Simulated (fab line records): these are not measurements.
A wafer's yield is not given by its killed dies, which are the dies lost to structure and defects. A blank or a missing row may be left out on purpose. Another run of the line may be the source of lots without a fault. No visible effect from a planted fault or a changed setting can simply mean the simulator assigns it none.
fab line records    flow ritCmos
record: lots: 5  wafers: 23
route steps=202 shown SILICIDE@162 CONTACT@168 M1@184
startH: start of the lot's first displayed wafer, in hours after the record's first day    waitH: hours elapsed since this lot's preceding step    " identical to the entry in the row above    L1.1+2: one row covering several wafers at once    - no value present, or no start provided    * or withheld: withheld    < > ~ a bound
route shown NAME@n: NAME is a module with steps in the file, n the number in the route of the first one    usual: mean and standard deviation over wafers with no fault    same: alike in all rows    chamber/n: place in a boat    sites: the reading at each site    _std_site: their standard deviation    _edge_site: inner sites' mean taken away from outer sites' mean    radiusMm: for every site, how far away it sits from the centre of the wafer    mask NAME#n: copy n    behind: tool/chamber where the wafer was last shaped    hold: why the lot was held/for how many hours/how that ended    device: the transistor (n, p or np) that didn't switch    end of line: at the end of the route, the tests of the same wafers    a step without rows: its recipe alone    killed: the dies lost at the first sort to structure and to defects; this is not the yield of the wafer    map: a wafer's dies, x killed, . not, _ none there
set.NAME: the setting the step ran with; set.NAME@STEP: the setting that earlier step ran with    model.NAME: the simulator's own value behind a step, which no gauge read
lots run with intentionally changed settings; tables by step, rows by wafer
== steps ==
step: RIT_SILICIDE_SPUTTER_01
recipe: material: Ti  targetThkNm: 30  powerW: 350  chamberPressurePa: 0.667  gas: Ar  timeS: 240  substrateTempC: 25
lot.wafer  tool           chamber  startH  waitH  set.powerW  model.Ti_of_SILICIDE_SPUTTER_01.thkNm
L075.1     pvdSputter-04  -        59.89   0.0    350         30.35
L075.3     "              -        "       "      350         30.37
L075.6     "              -        "       "      350         30.25
L078.1     pvdSputter-01  -        71.22   0.0    350         30.28
L078.2     "              -        "       "      328         28.26
L078.4     "              -        "       "      350         30.23
L078.5     "              -        "       "      350         30.15
L078.6     "              -        "       "      328         28.36
L080.1     pvdSputter-02  -        81.66   0.0    324.8       27.66
L080.2     "              -        "       "      350         29.81
L080.3     "              -        "       "      324.8       28.04
L080.4     "              -        "       "      350         30.31
L080.6     "              -        "       "      350         29.72
L084.2     pvdSputter-02  -        105.23  0.0    350         30.47
L084.3     "              -        "       "      350         29.62
L084.4     "              -        "       "      350         30.72
L084.5     "              -        "       "      334.5       29.13
L084.6     "              -        "       "      334.5       28.65
L085.1+4   pvdSputter-01  -        107.64  0.0    385.8       32.83
L085.3     "              -        "       "      385.8       32.57
L085.5     "              -        "       "      350         29.42
L085.6     "              -        "       "      350         29.66
step: RIT_SILICIDE_RS_MEAS_02
recipe: thkMeasGauge: four-point-probe  reads: Ti_of_SILICIDE_SPUTTER_01
usual: SILICIDE_TI_RS: 47.8/0.52
lot.wafer  tool          chamber  startH  waitH  set.powerW@SILICIDE_SPUTTER_01  SILICIDE_TI_RS[ohm/sq]
L075.1     filmMetro-04  -        60.04   0.1    350                             47.3
L075.3     "             -        "       "      350                             47.2
L075.6     "             -        "       "      350                             47.4
L078.1     filmMetro-04  -        71.37   0.1    350                             47.4
L078.2     "             -        "       "      328                             51.6
L078.4     "             -        "       "      350                             47.5
L078.5     "             -        "       "      350                             47.6
L078.6     "             -        "       "      328                             51.5
L080.1     filmMetro-02  -        81.81   0.1    324.8                           53.0
L080.2     "             -        "       "      350                             48.2
L080.3     "             -        "       "      324.8                           52.0
L080.4     "             -        "       "      350                             47.1
L080.6     "             -        "       "      350                             48.4
L084.2     filmMetro-03  -        105.40  0.1    350                             46.8
L084.3     "             -        "       "      350                             48.6
L084.4     "             -        "       "      350                             46.4
L084.5     "             -        "       "      334.5                           49.6
L084.6     "             -        "       "      334.5                           50.6
L085.1     filmMetro-04  -        107.79  0.1    385.8                           42.8
L085.3     "             -        "       "      385.8                           43.2
L085.4     "             -        "       "      385.8                           42.9
L085.5     "             -        "       "      350                             49.2
L085.6     "             -        "       "      350                             48.6
step: RIT_SILICIDE_THK_MEAS_03
recipe: thkMeasGauge: xrf  reads: Ti_of_SILICIDE_SPUTTER_01
usual: SILICIDE_TI_THK: 30.0/0.3
lot.wafer  tool          chamber  startH  waitH  set.powerW@SILICIDE_SPUTTER_01  SILICIDE_TI_THK[nm]
L075.1     filmMetro-04  -        60.16   0.1    350                             30.1
L075.3     "             -        "       "      350                             30.2
L075.6     "             -        "       "      350                             30.1
L078.1     filmMetro-04  -        71.49   0.1    350                             30.1
L078.2     "             -        "       "      328                             28.0
L078.4     "             -        "       "      350                             30.1
L078.5     "             -        "       "      350                             30.1
L078.6     "             -        "       "      328                             28.2
L080.1     filmMetro-02  -        81.93   0.1    324.8                           27.6
L080.2     "             -        "       "      350                             29.7
L080.3     "             -        "       "      324.8                           27.9
L080.4     "             -        "       "      350                             30.3
L080.6     "             -        "       "      350                             29.8
L084.2     filmMetro-03  -        105.51  0.1    350                             30.5
L084.3     "             -        "       "      350                             29.8
L084.4     "             -        "       "      350                             30.8
L084.5     "             -        "       "      334.5                           29.1
L084.6     "             -        "       "      334.5                           28.5
L085.1     filmMetro-04  -        107.91  0.1    385.8                           32.5
L085.3     "             -        "       "      385.8                           32.2
L085.4     "             -        "       "      385.8                           32.5
L085.5     "             -        "       "      350                             29.3
L085.6     "             -        "       "      350                             29.3
step: RIT_CONTACT_CVD_00
recipe: material: SiO2  targetThkNm: 400  precursor: TEOS  tempC: 390  timeS: 61  rfW: 400
lot.wafer  tool      chamber  startH  waitH  set.timeS  model.SiO2_of_CONTACT_CVD_00.thkNm
L075.1     pecvd-03  1        60.39   0.1    61         394.3
L075.3     "         1        "       "      61         399
L075.6     "         1        "       "      61         401.2
L078.1     pecvd-03  0        71.73   0.1    61         400.3
L078.2     "         1        "       "      61         398.4
L078.4     "         2        "       "      61         402.1
L078.5     "         0        "       "      61         406.6
L078.6     "         1        "       "      61         405.7
L080.1     pecvd-01  2        82.23   0.1    61         397.7
L080.2     "         1        "       "      61         394.4
L080.3     "         0        "       "      61         396.8
L080.4     "         0        "       "      61         404.8
L080.6     "         2        "       "      61         401.7
L084.2+6   pecvd-03  0        105.74  0.0    61         -
L084.3     "         1        "       "      52.59      342
L084.4     "         1        "       "      61         400.2
L084.5     "         2        "       "      52.59      -
L085.1     pecvd-04  0        108.14  0.1    61         395.6
L085.3     "         2        "       "      61         404.8
L085.4     "         0        "       "      57.42      377.1
L085.5     "         2        "       "      57.42      388.8
L085.6     "         1        "       "      57.42      380.5
step: RIT_CONTACT_THK_MEAS_01
recipe: reads: SiO2_of_CONTACT_CVD_00
usual: CONTACT_TEOS_THK: 400/5.4
lot.wafer  tool          chamber  startH  waitH  set.timeS@CONTACT_CVD_00  CONTACT_TEOS_THK[nm]
L075.1     filmMetro-01  -        60.47   0.1    61                        394
L075.3     "             -        "       "      61                        399
L075.6     "             -        "       "      61                        401
L078.1     filmMetro-03  -        71.78   0.0    61                        400
L078.2     "             -        "       "      61                        398
L078.4     "             -        "       "      61                        402
L078.5     "             -        "       "      61                        406
L078.6     "             -        "       "      61                        405
L080.1     filmMetro-01  -        82.28   0.0    61                        398
L080.2     "             -        "       "      61                        394
L080.3     "             -        "       "      61                        397
L080.4     "             -        "       "      61                        405
L080.6     "             -        "       "      61                        402
L084.2     filmMetro-01  -        105.80  0.0    61                        400
L084.3     "             -        "       "      52.59                     342
L084.4     "             -        "       "      61                        401
L084.5     "             -        "       "      52.59                     350
L084.6     "             -        "       "      61                        410
L085.1     filmMetro-03  -        108.20  0.0    61                        395
L085.3     "             -        "       "      61                        405
L085.4     "             -        "       "      57.42                     377
L085.5     "             -        "       "      57.42                     389
L085.6     "             -        "       "      57.42                     381
step: RIT_M1_SPUTTER_00
recipe: material: Al  targetThkNm: 400  powerW: 2000  chamberPressurePa: 0.4  gas: Ar  timeS: 500  substrateTempC: 25
lot.wafer  tool           chamber  startH  waitH  set.powerW  model.Al_of_M1_SPUTTER_00.thkNm
L075.1     pvdSputter-01  -        62.64   0.0    2000        393.1
L075.3     "              -        "       "      2000        398.3
L075.6     "              -        "       "      2000        402.7
L078.1     pvdSputter-03  -        74.17   0.0    2000        390.7
L078.2     "              -        "       "      2000        395.2
L078.4     "              -        "       "      2000        393.5
L078.5     "              -        "       "      2000        391
L078.6     "              -        "       "      2000        398.5
L080.1     pvdSputter-03  -        85.02   0.0    2072        413.9
L080.2     "              -        "       "      2072        412.2
L080.3     "              -        "       "      2000        395.7
L080.4     "              -        "       "      2072        410.7
L080.6     "              -        "       "      2000        396.1
L084.2     pvdSputter-03  -        108.08  0.0    2196        437.6
L084.3     "              -        "       "      2000        396.1
L084.4     "              -        "       "      2000        401.4
L084.5     "              -        "       "      2196        436.6
L084.6     "              -        "       "      2196        443.4
L085.1     pvdSputter-02  -        110.41  0.0    2000        401
L085.3     "              -        "       "      2094        420.5
L085.4     "              -        "       "      2094        417.8
L085.5     "              -        "       "      2000        410.6
L085.6     "              -        "       "      2094        418.9
step: RIT_M1_RS_MEAS_01
recipe: thkMeasGauge: four-point-probe  reads: Al_of_M1_SPUTTER_00
usual: M1_AL_RS: 0.0736/0.00092
lot.wafer  tool          chamber  startH  waitH  set.powerW@M1_SPUTTER_00  M1_AL_RS[ohm/sq]
L075.1     filmMetro-01  -        62.93   0.1    2000                      0.0747
L075.3     "             -        "       "      2000                      0.0736
L075.6     "             -        "       "      2000                      0.0728
L078.1     filmMetro-04  -        74.47   0.1    2000                      0.0754
L078.2     "             -        "       "      2000                      0.0745
L078.4     "             -        "       "      2000                      0.0748
L078.5     "             -        "       "      2000                      0.0752
L078.6     "             -        "       "      2000                      0.0739
L080.1     filmMetro-02  -        85.31   0.1    2072                      0.0708
L080.2     "             -        "       "      2072                      0.0711
L080.3     "             -        "       "      2000                      0.0741
L080.4     "             -        "       "      2072                      0.0714
L080.6     "             -        "       "      2000                      0.0741
L084.2     filmMetro-04  -        108.40  0.2    2196                      0.0671
L084.3     "             -        "       "      2000                      0.0742
L084.4     "             -        "       "      2000                      0.0732
L084.5     "             -        "       "      2196                      0.0673
L084.6     "             -        "       "      2196                      0.0662
L085.1     filmMetro-01  -        110.70  0.1    2000                      0.0732
L085.3     "             -        "       "      2094                      0.0696
L085.4     "             -        "       "      2094                      0.0699
L085.5     "             -        "       "      2000                      0.0713
L085.6     "             -        "       "      2094                      0.0699
step: RIT_M1_THK_MEAS_02
recipe: thkMeasGauge: xrf  reads: Al_of_M1_SPUTTER_00
usual: M1_AL_THK: 393/4.8
lot.wafer  tool          chamber  startH  waitH  set.powerW@M1_SPUTTER_00  M1_AL_THK[nm]
L075.1     filmMetro-01  -        63.05   0.1    2000                      386
L075.3     "             -        "       "      2000                      393
L075.6     "             -        "       "      2000                      399
L078.1     filmMetro-04  -        74.59   0.1    2000                      385
L078.2     "             -        "       "      2000                      387
L078.4     "             -        "       "      2000                      387
L078.5     "             -        "       "      2000                      386
L078.6     "             -        "       "      2000                      393
L080.1     filmMetro-02  -        85.43   0.1    2072                      410
L080.2     "             -        "       "      2072                      409
L080.3     "             -        "       "      2000                      389
L080.4     "             -        "       "      2072                      405
L080.6     "             -        "       "      2000                      391
L084.2     filmMetro-04  -        108.51  0.1    2196                      431
L084.3     "             -        "       "      2000                      388
L084.4     "             -        "       "      2000                      395
L084.5     "             -        "       "      2196                      427
L084.6     "             -        "       "      2196                      437
L085.1     filmMetro-01  -        110.82  0.1    2000                      397
L085.3     "             -        "       "      2094                      415
L085.4     "             -        "       "      2094                      413
L085.5     "             -        "       "      2000                      406
L085.6     "             -        "       "      2094                      414
== key ==
split: step: RIT_SILICIDE_SPUTTER_01  setting: powerW  stated: 350  by: wafer
response: step: RIT_SILICIDE_SPUTTER_01  reading: model.Ti_of_SILICIDE_SPUTTER_01.thkNm  change: +0.306  per: 1%  r: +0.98
response: step: RIT_SILICIDE_RS_MEAS_02  reading: SILICIDE_TI_RS  change: -0.612  per: 1%  r: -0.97
response: step: RIT_SILICIDE_THK_MEAS_03  reading: SILICIDE_TI_THK  change: +0.31  per: 1%  r: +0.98
split: step: RIT_CONTACT_CVD_00  setting: timeS  stated: 61  by: wafer
response: step: RIT_CONTACT_CVD_00  reading: model.SiO2_of_CONTACT_CVD_00.thkNm  change: +3.87  per: 1%  r: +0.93
response: step: RIT_CONTACT_THK_MEAS_01  reading: CONTACT_TEOS_THK  change: +4  per: 1%  r: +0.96
split: step: RIT_M1_SPUTTER_00  setting: powerW  stated: 2000  by: wafer
response: step: RIT_M1_SPUTTER_00  reading: model.Al_of_M1_SPUTTER_00.thkNm  change: +3.95  per: 1%  r: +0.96
response: step: RIT_M1_RS_MEAS_01  reading: M1_AL_RS  change: -0.00068  per: 1%  r: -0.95
response: step: RIT_M1_THK_MEAS_02  reading: M1_AL_THK  change: +3.92  per: 1%  r: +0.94
